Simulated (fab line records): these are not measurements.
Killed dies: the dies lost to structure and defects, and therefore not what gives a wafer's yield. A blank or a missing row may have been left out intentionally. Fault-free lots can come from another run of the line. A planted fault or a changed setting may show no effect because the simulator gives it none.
Split-lot trial / flow berkeleyCmos170 / 5 lots, 23 wafers read, on a route of 331 steps

## THE SPLIT ITSELF
At UCB170_NWELL_OXIDATION_01 (target thk 26.4 nm, ox time 1260 s), the setting oxTimeS was moved away from the recipe's 1260 s on 20 of the 23 wafers read, by -9.0% to +7.7%. All remaining wafers had this setting at the recipe value.

Between the split and the reading, the file records no step.

## THE READING
NWELL_OXIDE_THK at UCB170_NWELL_THK_MEAS_02, in nm. On this fab line, fault-free wafers typically give 26.2 nm with a standard deviation of 0.33 nm.

wafer=L074.1; tool, chamber at the split=-, -; oxTimeS as run, s=1357; against the recipe=+7.7%; NWELL_OXIDE_THK, nm=27.2; against lot-mates on the recipe=no lot-mate on the recipe
wafer=L074.3; tool, chamber at the split=-, -; oxTimeS as run, s=1357; against the recipe=+7.7%; NWELL_OXIDE_THK, nm=27.1; against lot-mates on the recipe=no lot-mate on the recipe
wafer=L074.4; tool, chamber at the split=-, -; oxTimeS as run, s=1357; against the recipe=+7.7%; NWELL_OXIDE_THK, nm=26.9; against lot-mates on the recipe=no lot-mate on the recipe
wafer=L074.5; tool, chamber at the split=-, -; oxTimeS as run, s=1357; against the recipe=+7.7%; NWELL_OXIDE_THK, nm=27.6; against lot-mates on the recipe=no lot-mate on the recipe
wafer=L074.6; tool, chamber at the split=-, -; oxTimeS as run, s=1357; against the recipe=+7.7%; NWELL_OXIDE_THK, nm=26.8; against lot-mates on the recipe=no lot-mate on the recipe
wafer=L075.1; tool, chamber at the split=-, -; oxTimeS as run, s=1182; against the recipe=-6.2%; NWELL_OXIDE_THK, nm=25.5; against lot-mates on the recipe=no lot-mate on the recipe
wafer=L075.3; tool, chamber at the split=-, -; oxTimeS as run, s=1182; against the recipe=-6.2%; NWELL_OXIDE_THK, nm=25.3; against lot-mates on the recipe=no lot-mate on the recipe
wafer=L075.4; tool, chamber at the split=-, -; oxTimeS as run, s=1182; against the recipe=-6.2%; NWELL_OXIDE_THK, nm=25.4; against lot-mates on the recipe=no lot-mate on the recipe
wafer=L075.5; tool, chamber at the split=-, -; oxTimeS as run, s=1182; against the recipe=-6.2%; NWELL_OXIDE_THK, nm=25.1; against lot-mates on the recipe=no lot-mate on the recipe
wafer=L075.6; tool, chamber at the split=-, -; oxTimeS as run, s=1182; against the recipe=-6.2%; NWELL_OXIDE_THK, nm=25.5; against lot-mates on the recipe=no lot-mate on the recipe
wafer=L076.2; tool, chamber at the split=furnace-04, 0; oxTimeS as run, s=1260; against the recipe=recipe; NWELL_OXIDE_THK, nm=26.6; against lot-mates on the recipe=-
wafer=L076.5; tool, chamber at the split=furnace-04, 0; oxTimeS as run, s=1260; against the recipe=recipe; NWELL_OXIDE_THK, nm=26.3; against lot-mates on the recipe=-
wafer=L076.6; tool, chamber at the split=furnace-04, 0; oxTimeS as run, s=1260; against the recipe=recipe; NWELL_OXIDE_THK, nm=26.7; against lot-mates on the recipe=-
wafer=L079.1; tool, chamber at the split=-, -; oxTimeS as run, s=1194; against the recipe=-5.2%; NWELL_OXIDE_THK, nm=25.3; against lot-mates on the recipe=no lot-mate on the recipe
wafer=L079.2; tool, chamber at the split=-, -; oxTimeS as run, s=1194; against the recipe=-5.2%; NWELL_OXIDE_THK, nm=25.4; against lot-mates on the recipe=no lot-mate on the recipe
wafer=L079.3; tool, chamber at the split=-, -; oxTimeS as run, s=1194; against the recipe=-5.2%; NWELL_OXIDE_THK, nm=25.4; against lot-mates on the recipe=no lot-mate on the recipe
wafer=L079.5; tool, chamber at the split=-, -; oxTimeS as run, s=1194; against the recipe=-5.2%; NWELL_OXIDE_THK, nm=25.3; against lot-mates on the recipe=no lot-mate on the recipe
wafer=L079.6; tool, chamber at the split=-, -; oxTimeS as run, s=1194; against the recipe=-5.2%; NWELL_OXIDE_THK, nm=25.2; against lot-mates on the recipe=no lot-mate on the recipe
wafer=L080.1; tool, chamber at the split=-, -; oxTimeS as run, s=1147; against the recipe=-9.0%; NWELL_OXIDE_THK, nm=24.6; against lot-mates on the recipe=no lot-mate on the recipe
wafer=L080.2; tool, chamber at the split=-, -; oxTimeS as run, s=1147; against the recipe=-9.0%; NWELL_OXIDE_THK, nm=24.4; against lot-mates on the recipe=no lot-mate on the recipe
wafer=L080.3; tool, chamber at the split=-, -; oxTimeS as run, s=1147; against the recipe=-9.0%; NWELL_OXIDE_THK, nm=24.4; against lot-mates on the recipe=no lot-mate on the recipe
wafer=L080.5; tool, chamber at the split=-, -; oxTimeS as run, s=1147; against the recipe=-9.0%; NWELL_OXIDE_THK, nm=24.5; against lot-mates on the recipe=no lot-mate on the recipe
wafer=L080.6; tool, chamber at the split=-, -; oxTimeS as run, s=1147; against the recipe=-9.0%; NWELL_OXIDE_THK, nm=24.7; against lot-mates on the recipe=no lot-mate on the recipe

FIT RESULTS
A straight line over all 23 wafers: NWELL_OXIDE_THK changes by +0.151 nm for each +1% of oxTimeS; r = +0.96; the points scatter about the line by 0.29 nm.
Too few moved wafers with a lot-mate on the recipe to fit a line net of each lot's own level.

## THE WHOLE CHAIN: every reading that the file lists as answering this split, in the file's order
step=UCB170_NWELL_OXIDATION_01; what it does=target thk 26.4 nm, ox time 1260 s; reading=SiO2_of_NWELL_OXIDATION_01.thkNm (the simulator's own value, which no gauge read); change (the file's fit)=+0.151 nm for each +1% of the setting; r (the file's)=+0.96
step=UCB170_NWELL_THK_MEAS_02; what it does=; reading=NWELL_OXIDE_THK; change (the file's fit)=+0.151 for each +1% of the setting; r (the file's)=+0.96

## THE FILE'S OWN FIT
NWELL_OXIDE_THK changes by +0.151 nm for each +1% of oxTimeS, r = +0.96.
